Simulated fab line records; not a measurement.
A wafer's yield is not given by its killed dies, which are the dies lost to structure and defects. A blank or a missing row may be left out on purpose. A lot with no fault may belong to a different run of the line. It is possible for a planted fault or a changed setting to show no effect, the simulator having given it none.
Matching of chambers / flow berkeley-cmos170 / UCB170_NSD_CLEAN_11 on wet-bench-04 has 3 sister chambers
The step cleans in SPM, time 600 s. 3 wafers are shown with their chamber, then 5 later ones without.

EACH WAFER AND ITS CHAMBER
wafer=L269.3; chamber=2; bath-guard-temp-C (C)=120.3
wafer=L284.6; chamber=3; bath-guard-temp-C (C)=119.5
wafer=L292.2; chamber=0; bath-guard-temp-C (C)=119.8

WAFERS MISSING THEIR CHAMBER
wafer=L292.3; bath-guard-temp-C (C)=119.3
wafer=L292.6; bath-guard-temp-C (C)=119.2
wafer=L291.1; bath-guard-temp-C (C)=119.1
wafer=L291.2; bath-guard-temp-C (C)=119.5
wafer=L291.4; bath-guard-temp-C (C)=119.7

WHICH CHAMBER EACH ONE RAN IN
wafer=L292.3; from the rows above=can't be placed: 3 or 0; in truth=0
wafer=L292.6; from the rows above=can't be placed: 3 or 0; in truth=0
wafer=L291.1; from the rows above=can't be placed: 3 or 0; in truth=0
wafer=L291.2; from the rows above=can't be placed: 3 or 0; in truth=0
wafer=L291.4; from the rows above=can't be placed: 0 or 3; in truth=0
Correctly placed: 0 of 5. Unplaceable from these rows: 5, with the true chamber sitting among the candidates in 5. Number placed wrongly: 0.
How it was worked out, from the rows above alone: a wafer's distance from a chamber is the root of the sum, over the readings, of the square of ((its reading less the chamber's mean) divided by the reading's scatter). If the next closest chamber is less than 2 further off than the closest, the wafer can't be placed; otherwise it belongs to the closest. For every chamber, the mean is computed from those of its wafers that are shown. The scatter: root of mean squared gap, hidden wafer to nearest shown wafer, with one shown wafer a chamber.
